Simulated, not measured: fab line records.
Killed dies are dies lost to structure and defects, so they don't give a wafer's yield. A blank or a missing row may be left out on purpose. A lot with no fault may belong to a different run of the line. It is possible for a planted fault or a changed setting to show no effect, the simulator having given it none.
fab line records || flow rit_cmos
record: {"lots": 14, "wafers": 42, "last_day": 7}
route steps=202 shown SILICIDE@162
lots that met no fault: from a run of the same line without faults
start_h: start of the lot's first displayed wafer, in hours after the record's first day || wait_h: hours since the lot's step before || " as in the row above || L1.1+2: several wafers, shown together as one row || - no value, or no start was given || * or withheld: withheld || < > ~ a bound
route shown NAME@n: a module of which the file shows steps, and the number in the route of the first || usual: mean and standard deviation over wafers with no fault || same: alike in all rows || chamber/n: place in a boat || sites: per-site readings || _std_site: the values' standard deviation || _edge_site: inner sites' mean taken away from outer sites' mean || radius_mm: for every site, how far away it sits from the centre of the wafer || mask NAME#n: copy n || behind: the tool/chamber that last shaped the wafer || hold: why the lot went on hold/how many hours it stayed there/how the hold came to an end || device: the n, p or np transistor that did not switch || end of line: the route-end tests of the same wafers || where a step has no rows: the recipe by itself || killed: count of dies lost to structure and defects at first sort (not the wafer's yield) || map: dies across one wafer; x = killed, . = not, _ = none there
set.NAME: the setting that was run; set.NAME@STEP: the one run at that earlier step || model.NAME: the simulator's own value behind a step, which no gauge read
route steps across a sampled set of lots; one table per step, one row per wafer
services: the hour from which a tool's chamber was out of use, counted from the record's first day as start_h (under 0 if before that day), plus the number of hours and why
== steps ==
step: RIT_SILICIDE_SPUTTER_01
recipe: {"material": "Ti", "target_thk_nm": 30, "power_w": 350, "chamber_pressure_pa": 0.667, "gas": "Ar", "time_s": 240, "substrate_temp_c": 25}
usual: {"cathode_dc_power_W": "350.01/0.069", "throttle_valve_pct": "30.4/0.88"}
{"lot.wafer": "L717.2", "tool": "pvd_sputter-02", "chamber": "-", "start_h": 55.19, "wait_h": 0.0, "cathode_dc_power_W": 350.06, "throttle_valve_pct": 29.6}
{"lot.wafer": "L717.4", "tool": "pvd_sputter-02", "chamber": "-", "start_h": 55.19, "wait_h": 0.0, "cathode_dc_power_W": 350.03, "throttle_valve_pct": 30.8}
{"lot.wafer": "L717.5", "tool": "pvd_sputter-02", "chamber": "-", "start_h": 55.19, "wait_h": 0.0, "cathode_dc_power_W": 349.93, "throttle_valve_pct": 30.9}
{"lot.wafer": "L719.1", "tool": "pvd_sputter-02", "chamber": "-", "start_h": 67.00, "wait_h": 0.0, "cathode_dc_power_W": 350.01, "throttle_valve_pct": 29.7}
{"lot.wafer": "L719.2", "tool": "pvd_sputter-02", "chamber": "-", "start_h": 67.00, "wait_h": 0.0, "cathode_dc_power_W": 349.92, "throttle_valve_pct": 28.7}
{"lot.wafer": "L719.4", "tool": "pvd_sputter-02", "chamber": "-", "start_h": 67.00, "wait_h": 0.0, "cathode_dc_power_W": 350.01, "throttle_valve_pct": 30.7}
{"lot.wafer": "L722.1", "tool": "pvd_sputter-04", "chamber": "-", "start_h": 81.41, "wait_h": 0.0, "cathode_dc_power_W": 350.05, "throttle_valve_pct": 31.2}
{"lot.wafer": "L722.2", "tool": "pvd_sputter-04", "chamber": "-", "start_h": 81.41, "wait_h": 0.0, "cathode_dc_power_W": 349.92, "throttle_valve_pct": 30.8}
{"lot.wafer": "L722.5", "tool": "pvd_sputter-04", "chamber": "-", "start_h": 81.41, "wait_h": 0.0, "cathode_dc_power_W": 350.05, "throttle_valve_pct": 30.5}
{"lot.wafer": "L723.2", "tool": "pvd_sputter-02", "chamber": "-", "start_h": 85.50, "wait_h": 0.0, "cathode_dc_power_W": 350.08, "throttle_valve_pct": 30.8}
{"lot.wafer": "L723.3", "tool": "pvd_sputter-02", "chamber": "-", "start_h": 85.50, "wait_h": 0.0, "cathode_dc_power_W": 349.95, "throttle_valve_pct": 29.8}
{"lot.wafer": "L723.5", "tool": "pvd_sputter-02", "chamber": "-", "start_h": 85.50, "wait_h": 0.0, "cathode_dc_power_W": 350.06, "throttle_valve_pct": 29.9}
{"lot.wafer": "L724.2", "tool": "pvd_sputter-04", "chamber": "-", "start_h": 90.79, "wait_h": 0.0, "cathode_dc_power_W": 349.97, "throttle_valve_pct": 31.3}
{"lot.wafer": "L724.5", "tool": "pvd_sputter-04", "chamber": "-", "start_h": 90.79, "wait_h": 0.0, "cathode_dc_power_W": 349.95, "throttle_valve_pct": 29.7}
{"lot.wafer": "L724.6", "tool": "pvd_sputter-04", "chamber": "-", "start_h": 90.79, "wait_h": 0.0, "cathode_dc_power_W": 350.06, "throttle_valve_pct": 30.7}
{"lot.wafer": "L725.1", "tool": "pvd_sputter-02", "chamber": "-", "start_h": 94.77, "wait_h": 0.0, "cathode_dc_power_W": 350.10, "throttle_valve_pct": 29.8}
{"lot.wafer": "L725.4", "tool": "pvd_sputter-02", "chamber": "-", "start_h": 94.77, "wait_h": 0.0, "cathode_dc_power_W": 350.11, "throttle_valve_pct": 29.7}
{"lot.wafer": "L725.6", "tool": "pvd_sputter-02", "chamber": "-", "start_h": 94.77, "wait_h": 0.0, "cathode_dc_power_W": 349.91, "throttle_valve_pct": 30.7}
{"lot.wafer": "L726.1", "tool": "pvd_sputter-04", "chamber": "-", "start_h": 99.97, "wait_h": 0.0, "cathode_dc_power_W": 349.89, "throttle_valve_pct": 31.3}
{"lot.wafer": "L726.4", "tool": "pvd_sputter-04", "chamber": "-", "start_h": 99.97, "wait_h": 0.0, "cathode_dc_power_W": 349.92, "throttle_valve_pct": 30.1}
{"lot.wafer": "L726.6", "tool": "pvd_sputter-04", "chamber": "-", "start_h": 99.97, "wait_h": 0.0, "cathode_dc_power_W": 349.91, "throttle_valve_pct": 31.8}
{"lot.wafer": "L727.2", "tool": "pvd_sputter-01", "chamber": "-", "start_h": 102.79, "wait_h": 0.0, "cathode_dc_power_W": 349.96, "throttle_valve_pct": 31.0}
{"lot.wafer": "L727.3", "tool": "pvd_sputter-01", "chamber": "-", "start_h": 102.79, "wait_h": 0.0, "cathode_dc_power_W": 350.08, "throttle_valve_pct": 29.1}
{"lot.wafer": "L727.4", "tool": "pvd_sputter-01", "chamber": "-", "start_h": 102.79, "wait_h": 0.0, "cathode_dc_power_W": 350.08, "throttle_valve_pct": 30.6}
{"lot.wafer": "L728.1", "tool": "pvd_sputter-04", "chamber": "-", "start_h": 109.17, "wait_h": 0.0, "cathode_dc_power_W": 350.08, "throttle_valve_pct": 30.8}
{"lot.wafer": "L728.4", "tool": "pvd_sputter-04", "chamber": "-", "start_h": 109.17, "wait_h": 0.0, "cathode_dc_power_W": 350.05, "throttle_valve_pct": 32.0}
{"lot.wafer": "L728.5", "tool": "pvd_sputter-04", "chamber": "-", "start_h": 109.17, "wait_h": 0.0, "cathode_dc_power_W": 350.03, "throttle_valve_pct": 31.4}
{"lot.wafer": "L729.2", "tool": "pvd_sputter-01", "chamber": "-", "start_h": 111.62, "wait_h": 0.0, "cathode_dc_power_W": 349.99, "throttle_valve_pct": 29.3}
{"lot.wafer": "L729.4", "tool": "pvd_sputter-01", "chamber": "-", "start_h": 111.62, "wait_h": 0.0, "cathode_dc_power_W": 349.91, "throttle_valve_pct": 30.6}
{"lot.wafer": "L729.5", "tool": "pvd_sputter-01", "chamber": "-", "start_h": 111.62, "wait_h": 0.0, "cathode_dc_power_W": 349.87, "throttle_valve_pct": 30.8}
{"lot.wafer": "L730.2", "tool": "pvd_sputter-04", "chamber": "-", "start_h": 118.33, "wait_h": 0.0, "cathode_dc_power_W": 350.05, "throttle_valve_pct": 31.6}
{"lot.wafer": "L730.3", "tool": "pvd_sputter-04", "chamber": "-", "start_h": 118.33, "wait_h": 0.0, "cathode_dc_power_W": 349.96, "throttle_valve_pct": 30.1}
{"lot.wafer": "L730.4", "tool": "pvd_sputter-04", "chamber": "-", "start_h": 118.33, "wait_h": 0.0, "cathode_dc_power_W": 401.86, "throttle_valve_pct": 30.7}
{"lot.wafer": "L731.2", "tool": "pvd_sputter-02", "chamber": "-", "start_h": 124.59, "wait_h": 0.0, "cathode_dc_power_W": 350.05, "throttle_valve_pct": 30.9}
{"lot.wafer": "L731.3", "tool": "pvd_sputter-02", "chamber": "-", "start_h": 124.59, "wait_h": 0.0, "cathode_dc_power_W": 349.99, "throttle_valve_pct": 29.5}
{"lot.wafer": "L731.6", "tool": "pvd_sputter-02", "chamber": "-", "start_h": 124.59, "wait_h": 0.0, "cathode_dc_power_W": 350.02, "throttle_valve_pct": 29.6}
{"lot.wafer": "L732.1", "tool": "pvd_sputter-04", "chamber": "-", "start_h": 128.74, "wait_h": 0.0, "cathode_dc_power_W": 401.80, "throttle_valve_pct": 30.6}
{"lot.wafer": "L732.2", "tool": "pvd_sputter-04", "chamber": "-", "start_h": 128.74, "wait_h": 0.0, "cathode_dc_power_W": 350.02, "throttle_valve_pct": 31.7}
{"lot.wafer": "L732.6", "tool": "pvd_sputter-04", "chamber": "-", "start_h": 128.74, "wait_h": 0.0, "cathode_dc_power_W": 349.95, "throttle_valve_pct": 30.2}
{"lot.wafer": "L739.2", "tool": "pvd_sputter-02", "chamber": "-", "start_h": 161.38, "wait_h": 0.0, "cathode_dc_power_W": 349.98, "throttle_valve_pct": 31.1}
{"lot.wafer": "L739.4", "tool": "pvd_sputter-02", "chamber": "-", "start_h": 161.38, "wait_h": 0.0, "cathode_dc_power_W": 350.03, "throttle_valve_pct": 28.7}
{"lot.wafer": "L739.5", "tool": "pvd_sputter-02", "chamber": "-", "start_h": 161.38, "wait_h": 0.0, "cathode_dc_power_W": 350.11, "throttle_valve_pct": 28.8}
step: RIT_SILICIDE_RS_MEAS_02
recipe: {"thk_meas_gauge": "four-point-probe", "reads": "Ti_of_SILICIDE_SPUTTER_01"}
usual: {"SILICIDE_TI_RS": "48.2/0.64"}
{"lot.wafer": "L717.2", "tool": "film_metro-02", "chamber": "-", "start_h": 55.36, "wait_h": 0.1, "SILICIDE_TI_RS[ohm/sq]": 47.6}
{"lot.wafer": "L717.4", "tool": "film_metro-02", "chamber": "-", "start_h": 55.36, "wait_h": 0.1, "SILICIDE_TI_RS[ohm/sq]": 48.2}
{"lot.wafer": "L717.5", "tool": "film_metro-02", "chamber": "-", "start_h": 55.36, "wait_h": 0.1, "SILICIDE_TI_RS[ohm/sq]": 47.9}
{"lot.wafer": "L719.1", "tool": "film_metro-04", "chamber": "-", "start_h": 67.15, "wait_h": 0.1, "SILICIDE_TI_RS[ohm/sq]": 47.2}
{"lot.wafer": "L719.2", "tool": "film_metro-04", "chamber": "-", "start_h": 67.15, "wait_h": 0.1, "SILICIDE_TI_RS[ohm/sq]": 47.5}
{"lot.wafer": "L719.4", "tool": "film_metro-04", "chamber": "-", "start_h": 67.15, "wait_h": 0.1, "SILICIDE_TI_RS[ohm/sq]": 47.7}
{"lot.wafer": "L722.1", "tool": "film_metro-03", "chamber": "-", "start_h": 81.56, "wait_h": 0.1, "SILICIDE_TI_RS[ohm/sq]": 48.4}
{"lot.wafer": "L722.2", "tool": "film_metro-03", "chamber": "-", "start_h": 81.56, "wait_h": 0.1, "SILICIDE_TI_RS[ohm/sq]": 48.0}
{"lot.wafer": "L722.5", "tool": "film_metro-03", "chamber": "-", "start_h": 81.56, "wait_h": 0.1, "SILICIDE_TI_RS[ohm/sq]": 47.7}
{"lot.wafer": "L723.2", "tool": "film_metro-04", "chamber": "-", "start_h": 85.67, "wait_h": 0.1, "SILICIDE_TI_RS[ohm/sq]": 49.1}
{"lot.wafer": "L723.3", "tool": "film_metro-04", "chamber": "-", "start_h": 85.67, "wait_h": 0.1, "SILICIDE_TI_RS[ohm/sq]": 48.7}
{"lot.wafer": "L723.5", "tool": "film_metro-04", "chamber": "-", "start_h": 85.67, "wait_h": 0.1, "SILICIDE_TI_RS[ohm/sq]": 48.6}
{"lot.wafer": "L724.2", "tool": "film_metro-04", "chamber": "-", "start_h": 90.96, "wait_h": 0.1, "SILICIDE_TI_RS[ohm/sq]": 48.9}
{"lot.wafer": "L724.5", "tool": "film_metro-04", "chamber": "-", "start_h": 90.96, "wait_h": 0.1, "SILICIDE_TI_RS[ohm/sq]": 49.5}
{"lot.wafer": "L724.6", "tool": "film_metro-04", "chamber": "-", "start_h": 90.96, "wait_h": 0.1, "SILICIDE_TI_RS[ohm/sq]": 48.9}
{"lot.wafer": "L725.1", "tool": "film_metro-03", "chamber": "-", "start_h": 94.92, "wait_h": 0.1, "SILICIDE_TI_RS[ohm/sq]": 48.2}
{"lot.wafer": "L725.4", "tool": "film_metro-03", "chamber": "-", "start_h": 94.92, "wait_h": 0.1, "SILICIDE_TI_RS[ohm/sq]": 47.9}
{"lot.wafer": "L725.6", "tool": "film_metro-03", "chamber": "-", "start_h": 94.92, "wait_h": 0.1, "SILICIDE_TI_RS[ohm/sq]": 49.1}
{"lot.wafer": "L726.1", "tool": "film_metro-03", "chamber": "-", "start_h": 100.12, "wait_h": 0.1, "SILICIDE_TI_RS[ohm/sq]": 47.6}
{"lot.wafer": "L726.4", "tool": "film_metro-03", "chamber": "-", "start_h": 100.12, "wait_h": 0.1, "SILICIDE_TI_RS[ohm/sq]": 48.9}
{"lot.wafer": "L726.6", "tool": "film_metro-03", "chamber": "-", "start_h": 100.12, "wait_h": 0.1, "SILICIDE_TI_RS[ohm/sq]": 47.8}
{"lot.wafer": "L727.2", "tool": "film_metro-04", "chamber": "-", "start_h": 102.96, "wait_h": 0.1, "SILICIDE_TI_RS[ohm/sq]": 48.1}
{"lot.wafer": "L727.3", "tool": "film_metro-04", "chamber": "-", "start_h": 102.96, "wait_h": 0.1, "SILICIDE_TI_RS[ohm/sq]": 48.5}
{"lot.wafer": "L727.4", "tool": "film_metro-04", "chamber": "-", "start_h": 102.96, "wait_h": 0.1, "SILICIDE_TI_RS[ohm/sq]": 48.4}
{"lot.wafer": "L728.1", "tool": "film_metro-02", "chamber": "-", "start_h": 109.32, "wait_h": 0.1, "SILICIDE_TI_RS[ohm/sq]": 49.0}
{"lot.wafer": "L728.4", "tool": "film_metro-02", "chamber": "-", "start_h": 109.32, "wait_h": 0.1, "SILICIDE_TI_RS[ohm/sq]": 48.9}
{"lot.wafer": "L728.5", "tool": "film_metro-02", "chamber": "-", "start_h": 109.32, "wait_h": 0.1, "SILICIDE_TI_RS[ohm/sq]": 48.9}
{"lot.wafer": "L729.2", "tool": "film_metro-04", "chamber": "-", "start_h": 111.79, "wait_h": 0.1, "SILICIDE_TI_RS[ohm/sq]": 48.2}
{"lot.wafer": "L729.4", "tool": "film_metro-04", "chamber": "-", "start_h": 111.79, "wait_h": 0.1, "SILICIDE_TI_RS[ohm/sq]": 47.7}
{"lot.wafer": "L729.5", "tool": "film_metro-04", "chamber": "-", "start_h": 111.79, "wait_h": 0.1, "SILICIDE_TI_RS[ohm/sq]": 47.4}
{"lot.wafer": "L730.2", "tool": "film_metro-03", "chamber": "-", "start_h": 118.50, "wait_h": 0.1, "SILICIDE_TI_RS[ohm/sq]": 47.9}
{"lot.wafer": "L730.3", "tool": "film_metro-03", "chamber": "-", "start_h": 118.50, "wait_h": 0.1, "SILICIDE_TI_RS[ohm/sq]": 48.9}
{"lot.wafer": "L730.4", "tool": "film_metro-03", "chamber": "-", "start_h": 118.50, "wait_h": 0.1, "SILICIDE_TI_RS[ohm/sq]": 40.4}
{"lot.wafer": "L731.2", "tool": "film_metro-04", "chamber": "-", "start_h": 124.76, "wait_h": 0.1, "SILICIDE_TI_RS[ohm/sq]": 49.0}
{"lot.wafer": "L731.3", "tool": "film_metro-04", "chamber": "-", "start_h": 124.76, "wait_h": 0.1, "SILICIDE_TI_RS[ohm/sq]": 48.9}
{"lot.wafer": "L731.6", "tool": "film_metro-04", "chamber": "-", "start_h": 124.76, "wait_h": 0.1, "SILICIDE_TI_RS[ohm/sq]": 49.0}
{"lot.wafer": "L732.1", "tool": "film_metro-02", "chamber": "-", "start_h": 128.89, "wait_h": 0.1, "SILICIDE_TI_RS[ohm/sq]": 40.1}
{"lot.wafer": "L732.2", "tool": "film_metro-02", "chamber": "-", "start_h": 128.89, "wait_h": 0.1, "SILICIDE_TI_RS[ohm/sq]": 47.3}
{"lot.wafer": "L732.6", "tool": "film_metro-02", "chamber": "-", "start_h": 128.89, "wait_h": 0.1, "SILICIDE_TI_RS[ohm/sq]": 48.6}
{"lot.wafer": "L739.2", "tool": "film_metro-03", "chamber": "-", "start_h": 161.55, "wait_h": 0.1, "SILICIDE_TI_RS[ohm/sq]": 47.9}
{"lot.wafer": "L739.4", "tool": "film_metro-03", "chamber": "-", "start_h": 161.55, "wait_h": 0.1, "SILICIDE_TI_RS[ohm/sq]": 47.6}
{"lot.wafer": "L739.5", "tool": "film_metro-03", "chamber": "-", "start_h": 161.55, "wait_h": 0.1, "SILICIDE_TI_RS[ohm/sq]": 47.5}
step: RIT_SILICIDE_THK_MEAS_03
recipe: {"thk_meas_gauge": "xrf", "reads": "Ti_of_SILICIDE_SPUTTER_01"}
usual: {"SILICIDE_TI_THK": "29.7/0.32"}
{"lot.wafer": "L717.2", "tool": "film_metro-02", "chamber": "-", "start_h": 55.47, "wait_h": 0.1, "SILICIDE_TI_THK[nm]": 30.0}
{"lot.wafer": "L717.4", "tool": "film_metro-02", "chamber": "-", "start_h": 55.47, "wait_h": 0.1, "SILICIDE_TI_THK[nm]": 29.9}
{"lot.wafer": "L717.5", "tool": "film_metro-02", "chamber": "-", "start_h": 55.47, "wait_h": 0.1, "SILICIDE_TI_THK[nm]": 29.9}
{"lot.wafer": "L719.1", "tool": "film_metro-04", "chamber": "-", "start_h": 67.27, "wait_h": 0.1, "SILICIDE_TI_THK[nm]": 30.2}
{"lot.wafer": "L719.2", "tool": "film_metro-04", "chamber": "-", "start_h": 67.27, "wait_h": 0.1, "SILICIDE_TI_THK[nm]": 30.2}
{"lot.wafer": "L719.4", "tool": "film_metro-04", "chamber": "-", "start_h": 67.27, "wait_h": 0.1, "SILICIDE_TI_THK[nm]": 30.0}
{"lot.wafer": "L722.1", "tool": "film_metro-03", "chamber": "-", "start_h": 81.68, "wait_h": 0.1, "SILICIDE_TI_THK[nm]": 29.7}
{"lot.wafer": "L722.2", "tool": "film_metro-03", "chamber": "-", "start_h": 81.68, "wait_h": 0.1, "SILICIDE_TI_THK[nm]": 29.8}
{"lot.wafer": "L722.5", "tool": "film_metro-03", "chamber": "-", "start_h": 81.68, "wait_h": 0.1, "SILICIDE_TI_THK[nm]": 30.1}
{"lot.wafer": "L723.2", "tool": "film_metro-04", "chamber": "-", "start_h": 85.78, "wait_h": 0.1, "SILICIDE_TI_THK[nm]": 29.5}
{"lot.wafer": "L723.3", "tool": "film_metro-04", "chamber": "-", "start_h": 85.78, "wait_h": 0.1, "SILICIDE_TI_THK[nm]": 29.6}
{"lot.wafer": "L723.5", "tool": "film_metro-04", "chamber": "-", "start_h": 85.78, "wait_h": 0.1, "SILICIDE_TI_THK[nm]": 29.6}
{"lot.wafer": "L724.2", "tool": "film_metro-04", "chamber": "-", "start_h": 91.07, "wait_h": 0.1, "SILICIDE_TI_THK[nm]": 29.3}
{"lot.wafer": "L724.5", "tool": "film_metro-04", "chamber": "-", "start_h": 91.07, "wait_h": 0.1, "SILICIDE_TI_THK[nm]": 29.1}
{"lot.wafer": "L724.6", "tool": "film_metro-04", "chamber": "-", "start_h": 91.07, "wait_h": 0.1, "SILICIDE_TI_THK[nm]": 29.4}
{"lot.wafer": "L725.1", "tool": "film_metro-03", "chamber": "-", "start_h": 95.04, "wait_h": 0.1, "SILICIDE_TI_THK[nm]": 29.7}
{"lot.wafer": "L725.4", "tool": "film_metro-03", "chamber": "-", "start_h": 95.04, "wait_h": 0.1, "SILICIDE_TI_THK[nm]": 30.0}
{"lot.wafer": "L725.6", "tool": "film_metro-03", "chamber": "-", "start_h": 95.04, "wait_h": 0.1, "SILICIDE_TI_THK[nm]": 29.4}
{"lot.wafer": "L726.1", "tool": "film_metro-03", "chamber": "-", "start_h": 100.24, "wait_h": 0.1, "SILICIDE_TI_THK[nm]": 29.9}
{"lot.wafer": "L726.4", "tool": "film_metro-03", "chamber": "-", "start_h": 100.24, "wait_h": 0.1, "SILICIDE_TI_THK[nm]": 29.4}
{"lot.wafer": "L726.6", "tool": "film_metro-03", "chamber": "-", "start_h": 100.24, "wait_h": 0.1, "SILICIDE_TI_THK[nm]": 29.9}
{"lot.wafer": "L727.2", "tool": "film_metro-04", "chamber": "-", "start_h": 103.07, "wait_h": 0.1, "SILICIDE_TI_THK[nm]": 29.7}
{"lot.wafer": "L727.3", "tool": "film_metro-04", "chamber": "-", "start_h": 103.07, "wait_h": 0.1, "SILICIDE_TI_THK[nm]": 29.6}
{"lot.wafer": "L727.4", "tool": "film_metro-04", "chamber": "-", "start_h": 103.07, "wait_h": 0.1, "SILICIDE_TI_THK[nm]": 29.6}
{"lot.wafer": "L728.1", "tool": "film_metro-02", "chamber": "-", "start_h": 109.44, "wait_h": 0.1, "SILICIDE_TI_THK[nm]": 29.5}
{"lot.wafer": "L728.4", "tool": "film_metro-02", "chamber": "-", "start_h": 109.44, "wait_h": 0.1, "SILICIDE_TI_THK[nm]": 29.6}
{"lot.wafer": "L728.5", "tool": "film_metro-02", "chamber": "-", "start_h": 109.44, "wait_h": 0.1, "SILICIDE_TI_THK[nm]": 29.6}
{"lot.wafer": "L729.2", "tool": "film_metro-04", "chamber": "-", "start_h": 111.90, "wait_h": 0.1, "SILICIDE_TI_THK[nm]": 29.7}
{"lot.wafer": "L729.4", "tool": "film_metro-04", "chamber": "-", "start_h": 111.90, "wait_h": 0.1, "SILICIDE_TI_THK[nm]": 30.1}
{"lot.wafer": "L729.5", "tool": "film_metro-04", "chamber": "-", "start_h": 111.90, "wait_h": 0.1, "SILICIDE_TI_THK[nm]": 30.1}
{"lot.wafer": "L730.2", "tool": "film_metro-03", "chamber": "-", "start_h": 118.61, "wait_h": 0.1, "SILICIDE_TI_THK[nm]": 29.8}
{"lot.wafer": "L730.3", "tool": "film_metro-03", "chamber": "-", "start_h": 118.61, "wait_h": 0.1, "SILICIDE_TI_THK[nm]": 29.4}
{"lot.wafer": "L730.4", "tool": "film_metro-03", "chamber": "-", "start_h": 118.61, "wait_h": 0.1, "SILICIDE_TI_THK[nm]": 34.1}
{"lot.wafer": "L731.2", "tool": "film_metro-04", "chamber": "-", "start_h": 124.87, "wait_h": 0.1, "SILICIDE_TI_THK[nm]": 29.3}
{"lot.wafer": "L731.3", "tool": "film_metro-04", "chamber": "-", "start_h": 124.87, "wait_h": 0.1, "SILICIDE_TI_THK[nm]": 29.4}
{"lot.wafer": "L731.6", "tool": "film_metro-04", "chamber": "-", "start_h": 124.87, "wait_h": 0.1, "SILICIDE_TI_THK[nm]": 29.3}
{"lot.wafer": "L732.1", "tool": "film_metro-02", "chamber": "-", "start_h": 129.01, "wait_h": 0.1, "SILICIDE_TI_THK[nm]": 34.4}
{"lot.wafer": "L732.2", "tool": "film_metro-02", "chamber": "-", "start_h": 129.01, "wait_h": 0.1, "SILICIDE_TI_THK[nm]": 30.3}
{"lot.wafer": "L732.6", "tool": "film_metro-02", "chamber": "-", "start_h": 129.01, "wait_h": 0.1, "SILICIDE_TI_THK[nm]": 29.5}
{"lot.wafer": "L739.2", "tool": "film_metro-03", "chamber": "-", "start_h": 161.66, "wait_h": 0.1, "SILICIDE_TI_THK[nm]": 29.8}
{"lot.wafer": "L739.4", "tool": "film_metro-03", "chamber": "-", "start_h": 161.66, "wait_h": 0.1, "SILICIDE_TI_THK[nm]": 29.9}
{"lot.wafer": "L739.5", "tool": "film_metro-03", "chamber": "-", "start_h": 161.66, "wait_h": 0.1, "SILICIDE_TI_THK[nm]": 29.9}
== services ==
{"tool": "pvd_sputter-02", "chamber": "-", "start_h": 32.81, "hours": 1.3, "kind": "repair"}
{"tool": "pvd_sputter-04", "chamber": "-", "start_h": 42.35, "hours": 14.4, "kind": "repair"}
{"tool": "pvd_sputter-01", "chamber": "-", "start_h": 121.86, "hours": 6.6, "kind": "repair"}
{"tool": "pvd_sputter-04", "chamber": "-", "start_h": 130.94, "hours": 1.7, "kind": "repair"}
{"tool": "pvd_sputter-01", "chamber": "-", "start_h": 137.30, "hours": 0.7, "kind": "repair"}
{"tool": "pvd_sputter-04", "chamber": "-", "start_h": 141.92, "hours": 0.7, "kind": "repair"}
== key ==
first_sign: {"step": "RIT_SILICIDE_SPUTTER_01", "reading": "cathode_dc_power_W", "direction": "up", "sigmas": "99+", "usual": 350.01, "struck": 401.83}
effect: {"step": "RIT_SILICIDE_RS_MEAS_02", "reading": "SILICIDE_TI_RS", "direction": "down", "sigmas": 12, "usual": 48.2, "struck": 40.3}
effect: {"step": "RIT_SILICIDE_THK_MEAS_03", "reading": "SILICIDE_TI_THK", "direction": "up", "sigmas": 14, "usual": 29.7, "struck": 34.3}
met_at RIT_SILICIDE_SPUTTER_01
struck_lots L730,L732
struck_wafers L730.4,L732.1
tester_left_out L730,L732
onset_between 109.17 118.33
fault: {"kind": "process_parameter_drift", "tool": "pvd_sputter-04", "chamber": "-", "onset_h": 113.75, "steps": "RIT_SILICIDE_SPUTTER_01", "channel": "power_w", "offset": 51.766, "shape": "step", "end_h": 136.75, "stated": 350, "scope": "struck_wafers_only"}
tester_left_out: of these lots the tester's yield and bins aren't shown, on N5 and GAA mostly nor the transistor test; their killed dies are dies lost to structure and defects alone, not to doping, threshold or leakage, so they don't give the yield
